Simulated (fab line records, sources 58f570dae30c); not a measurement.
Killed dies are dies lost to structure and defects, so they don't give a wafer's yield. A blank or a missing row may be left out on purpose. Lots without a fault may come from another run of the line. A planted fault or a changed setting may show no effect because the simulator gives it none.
Split-lot experiment | flow berkeley_cmos170 | 5 lots, 23 wafers read, on a route of 331 steps

THE SPLIT
At UCB170_PWELL_OXIDATION_02 (target thk 26.4 nm, ox time 1260 s), the setting temp_c was moved away from the recipe's 1000 C on 20 of the 23 wafers read, by -1.7% to +2.0%. The other wafers ran this setting at the recipe's value.

The file shows no step between the split and the reading.

THE READING
PWELL_OXIDE_THK, in nm, at UCB170_PWELL_THK_MEAS_03. Fault-free wafers of this fab line usually give 26.2 nm, standard deviation 0.42 nm.

wafer  | tool, chamber at the split | temp_c as run, C | against the recipe | PWELL_OXIDE_THK, nm | against lot-mates on the recipe
L074.1 | -, -                       | 982.5            | -1.7%              | 21.4                | no lot-mate on the recipe
L074.2 | -, -                       | 982.5            | -1.7%              | 21.3                | no lot-mate on the recipe
L074.4 | -, -                       | 982.5            | -1.7%              | 22.0                | no lot-mate on the recipe
L074.5 | -, -                       | 982.5            | -1.7%              | 21.1                | no lot-mate on the recipe
L074.6 | -, -                       | 982.5            | -1.7%              | 21.5                | no lot-mate on the recipe
L077.1 | -, -                       | 1012             | +1.2%              | 29.3                | no lot-mate on the recipe
L077.2 | -, -                       | 1012             | +1.2%              | 29.3                | no lot-mate on the recipe
L077.4 | -, -                       | 1012             | +1.2%              | 28.9                | no lot-mate on the recipe
L077.5 | -, -                       | 1012             | +1.2%              | 29.4                | no lot-mate on the recipe
L077.6 | -, -                       | 1012             | +1.2%              | 29.8                | no lot-mate on the recipe
L079.2 | furnace-04, 0              | 1000             | recipe             | 26.7                | -
L079.5 | furnace-04, 0              | 1000             | recipe             | 26.7                | -
L079.6 | furnace-04, 0              | 1000             | recipe             | 26.4                | -
L082.2 | -, -                       | 1020             | +2.0%              | 31.0                | no lot-mate on the recipe
L082.3 | -, -                       | 1020             | +2.0%              | 31.7                | no lot-mate on the recipe
L082.4 | -, -                       | 1020             | +2.0%              | 31.8                | no lot-mate on the recipe
L082.5 | -, -                       | 1020             | +2.0%              | 31.5                | no lot-mate on the recipe
L082.6 | -, -                       | 1020             | +2.0%              | 31.3                | no lot-mate on the recipe
L083.1 | -, -                       | 1015             | +1.5%              | 30.0                | no lot-mate on the recipe
L083.2 | -, -                       | 1015             | +1.5%              | 30.1                | no lot-mate on the recipe
L083.3 | -, -                       | 1015             | +1.5%              | 30.1                | no lot-mate on the recipe
L083.4 | -, -                       | 1015             | +1.5%              | 30.0                | no lot-mate on the recipe
L083.5 | -, -                       | 1015             | +1.5%              | 30.0                | no lot-mate on the recipe

THE FIT
A straight line over all 23 wafers: PWELL_OXIDE_THK changes by +2.64 nm for each +1% of temp_c; r = +1.00; the points scatter about the line by 0.31 nm.
Too few moved wafers have a lot-mate on the recipe to fit a line with each lot's own level taken away.

THE WHOLE CHAIN: every reading that the file lists as answering this split, in the file's order
step                      | what it does                       | reading                                                                            | change (the file's fit)              | r (the file's)
UCB170_PWELL_OXIDATION_02 | target thk 26.4 nm, ox time 1260 s | SiO2_of_PWELL_OXIDATION_02.thk_nm (the simulator's own value, which no gauge read) | +2.63 nm for each +1% of the setting | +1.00
UCB170_PWELL_THK_MEAS_03  |                                    | PWELL_OXIDE_THK                                                                    | +2.64 for each +1% of the setting    | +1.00

THE FILE'S OWN FIT
PWELL_OXIDE_THK changes by +2.64 nm for each +1% of temp_c, r = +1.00.
